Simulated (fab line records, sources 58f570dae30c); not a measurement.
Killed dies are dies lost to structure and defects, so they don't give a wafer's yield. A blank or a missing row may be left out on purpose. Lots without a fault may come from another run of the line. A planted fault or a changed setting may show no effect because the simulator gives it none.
Which tool did it? | flow berkeley_cmos170 | 14 lots, 42 wafers sampled, at 5 steps of a route of 331

WHAT THE GAUGES READ, wafer by wafer
UCB170_START_BOW_MEAS_00. Usual: INCOMING_BOW -1 um, standard deviation 6.4.
lot  | measured    | on            | INCOMING_BOW (um) | flag
L635 | day 1 10:00 | film_metro-02 | 0 -9 4            |
L636 | day 1 15:00 | film_metro-02 | -3 -1 1           |
L637 | day 1 20:04 | film_metro-04 | -6 -4 2           |
L638 | day 2 01:01 | film_metro-02 | 4 3 -3            |
L639 | day 2 06:02 | film_metro-01 | 1 16 -11          |
L641 | day 2 16:00 | film_metro-01 | -5 3 -9           |
L644 | day 3 07:00 | film_metro-02 | -4 7 -4           |
L648 | day 4 03:00 | film_metro-01 | -6 1 -2           |
L651 | day 4 18:00 | film_metro-01 | -2 -6 0           |
L654 | day 5 09:04 | film_metro-01 | 3 3 0             |
L655 | day 5 14:01 | film_metro-04 | 1 -14 -2          |
L656 | day 5 19:00 | film_metro-01 | -4 2 1            |
L657 | day 6 00:00 | film_metro-04 | 3 -10 -9          |
L658 | day 6 05:00 | film_metro-01 | -7 9 5            |

UCB170_PWELL_OVL_MEAS_13. Usual: PWELL_OVL 3 nm, standard deviation 5.4.
lot  | measured    | on         | PWELL_OVL (nm) | flag
L635 | day 3 01:43 | overlay-02 | 6 10 7         |
L636 | day 3 01:34 | overlay-01 | -1 0 -4        |
L637 | day 3 11:09 | overlay-02 | 3 9 -1         |
L638 | day 3 10:53 | overlay-01 | 20 12 15       |
L639 | day 3 18:46 | overlay-02 | 3 5 7          |
L641 | day 4 09:23 | overlay-01 | -2 5 9         |
L644 | day 4 16:06 | overlay-01 | 8 -2 0         |
L648 | day 5 15:34 | overlay-01 | 5 3 3          |
L651 | day 6 11:02 | overlay-02 | 6 5 4          |
L654 | day 7 12:32 | overlay-01 | 7 -3 -1        |
L655 | day 7 12:17 | overlay-02 | 4 9 3          |
L656 | day 7 17:12 | overlay-01 | 1 5 -1         |
L657 | day 8 05:08 | overlay-01 | 5 2 -8         |
L658 | day 8 05:08 | overlay-02 | 1 2 3          |

UCB170_PWELL_TW_MEAS_17. Usual: PWELL_TW 378.3, standard deviation 2.8.
lot  | measured    | on            | PWELL_TW          | flag
L635 | day 3 02:05 | film_metro-04 | 375.0 374.7 375.2 |
L636 | day 3 02:01 | film_metro-01 | 375.5 373.2 374.3 |
L637 | day 3 11:33 | film_metro-01 | 378.4 376.8 378.2 |
L638 | day 3 11:17 | film_metro-03 | 376.8 377.3 377.5 |
L639 | day 3 19:09 | film_metro-04 | 375.4 375.8 375.9 |
L641 | day 4 09:47 | film_metro-01 | 364.9 363.4 365.5 | OFF
L644 | day 4 16:29 | film_metro-03 | 369.3 369.9 367.5 | OFF
L648 | day 5 15:57 | film_metro-03 | 379.7 380.5 381.1 |
L651 | day 6 11:25 | film_metro-03 | 381.5 380.8 382.4 |
L654 | day 7 12:56 | film_metro-01 | 377.1 378.8 376.4 |
L655 | day 7 12:40 | film_metro-01 | 375.1 378.1 377.3 |
L656 | day 7 17:35 | film_metro-03 | 380.3 379.9 380.2 |
L657 | day 8 05:37 | film_metro-04 | 378.4 376.2 376.9 |
L658 | day 8 05:31 | film_metro-03 | 378.0 379.0 379.5 |

WHICH TOOL RAN EACH LOT (tool, then ch and the chambers of the sampled wafers, then the start)
lot  | UCB170_ZERO_STRIP_07                | UCB170_PWELL_IMPLANT_15
L635 | plasma_asher-02 ch 0,1, day 1 23:23 | implanter-01 ch 0, day 3 01:50
L636 | plasma_asher-01 ch 0,1, day 2 01:41 | implanter-03 ch 0, day 3 01:46
L637 | plasma_asher-04 ch 0,1, day 2 07:28 | implanter-02 ch 0, day 3 11:21
L638 | plasma_asher-02 ch 0,1, day 2 07:42 | implanter-01 ch 0, day 3 11:03
L639 | plasma_asher-01 ch 0,1, day 2 17:50 | implanter-01 ch 0, day 3 18:56
L641 | plasma_asher-01 ch 0,1, day 3 02:26 | implanter-01 ch 0, day 4 09:32
L644 | plasma_asher-01 ch 1, day 3 13:49   | implanter-01 ch 0, day 4 16:14
L648 | plasma_asher-04 ch 0,1, day 4 10:40 | implanter-03 ch 0, day 5 15:42
L651 | plasma_asher-01 ch 0,1, day 5 07:57 | implanter-02 ch 0, day 6 11:10
L654 | plasma_asher-04 ch 0,1, day 5 20:04 | implanter-02 ch 0, day 7 12:44
L655 | plasma_asher-04 ch 0,1, day 6 01:23 | implanter-03 ch 0, day 7 12:26
L656 | plasma_asher-02 ch 0, day 6 08:36   | implanter-02 ch 0, day 7 17:20
L657 | plasma_asher-02 ch 0,1, day 6 13:14 | implanter-01 ch 0, day 8 05:22
L658 | plasma_asher-02 ch 0,1, day 6 13:31 | implanter-03 ch 0, day 8 05:16
- UCB170_ZERO_STRIP_07: strips in O2.
- UCB170_PWELL_IMPLANT_15

WHAT THE TOOLS THEMSELVES READ (means of the sampled wafers that have a number; where no wafer has one, the mark that the record gives instead)
UCB170_ZERO_STRIP_07. Usual: drypump_motor_current_A 5.6 A, standard deviation 0.39; oes_product_au 0.727 a.u., standard deviation 0.0045; strip_time_to_endpoint_s 21.45 s, standard deviation 0.074.
lot  | tool            | drypump_motor_current_A (A) | oes_product_au (a.u.) | strip_time_to_endpoint_s (s) | flag
L635 | plasma_asher-02 | 5.8                         | 0.729                 | 21.46                        |
L636 | plasma_asher-01 | 5.8                         | 0.728                 | 21.51                        |
L637 | plasma_asher-04 | 5.1                         | 0.723                 | 21.43                        |
L638 | plasma_asher-02 | 5.8                         | 0.727                 | 21.48                        |
L639 | plasma_asher-01 | 6.0                         | 0.723                 | 21.38                        |
L641 | plasma_asher-01 | 5.8                         | 0.726                 | 21.34                        |
L644 | plasma_asher-01 | 6.3                         | 0.727                 | 21.27                        |
L648 | plasma_asher-04 | 5.3                         | 0.727                 | 21.50                        |
L651 | plasma_asher-01 | 5.8                         | 0.730                 | 21.44                        |
L654 | plasma_asher-04 | 5.1                         | 0.724                 | 21.50                        |
L655 | plasma_asher-04 | 5.3                         | 0.729                 | 21.51                        |
L656 | plasma_asher-02 | 5.8                         | 0.728                 | 21.31                        |
L657 | plasma_asher-02 | 5.8                         | 0.726                 | 21.47                        |
L658 | plasma_asher-02 | 5.8                         | 0.728                 | 21.35                        |

UCB170_PWELL_IMPLANT_15. Usual: dose_ions_cm2 5e+12, standard deviation 5.9e+09; faraday_current_uA 15.9, standard deviation 0.35.
lot  | tool         | dose_ions_cm2 | faraday_current_uA | flag
L635 | implanter-01 | 5e+12         | 16.3               |
L636 | implanter-03 | 5e+12         | 16.0               |
L637 | implanter-02 | 5e+12         | 15.8               |
L638 | implanter-01 | 5e+12         | 15.8               |
L639 | implanter-01 | 5e+12         | 15.9               |
L641 | implanter-01 | 4e+12         | 14.1               | OFF
L644 | implanter-01 | 4e+12         | 14.5               | OFF
L648 | implanter-03 | 5e+12         | 15.9               |
L651 | implanter-02 | 5e+12         | 16.1               |
L654 | implanter-02 | 5e+12         | 15.9               |
L655 | implanter-03 | 5e+12         | 15.8               |
L656 | implanter-02 | 5e+12         | 16.1               |
L657 | implanter-01 | 5e+12         | 16.1               |
L658 | implanter-03 | 5e+12         | 16.1               |

THE ANSWER, worked out from the rows above alone
Rule: a lot is off if the mean of its wafers that have a number lies more than 3 standard deviations from the usual mean. A lot without any number at a reading at which 4 lots or more have one is off too. The other lots that the step has rows for count as sound. The gauges are gone through in route order, then the tools' own readings, and for those a lot's mean is taken as printed above. The first step at which some lot is off is used, and at that step the reading that is off furthest; a lot without a number counts as furthest.
Off: L641, L644, at UCB170_PWELL_TW_MEAS_17 (PWELL_TW).
A tool fits if, at a process step before that reading, it ran every lot that is off, and no sound lot after the first of them. The gauges at UCB170_PWELL_TW_MEAS_17 aren't tried: what is off there is off at UCB170_PWELL_IMPLANT_15 too, on other tools, and a gauge's error can't cause that. None of those tried fits.

WHAT THE SIMULATOR HAD PUT IN
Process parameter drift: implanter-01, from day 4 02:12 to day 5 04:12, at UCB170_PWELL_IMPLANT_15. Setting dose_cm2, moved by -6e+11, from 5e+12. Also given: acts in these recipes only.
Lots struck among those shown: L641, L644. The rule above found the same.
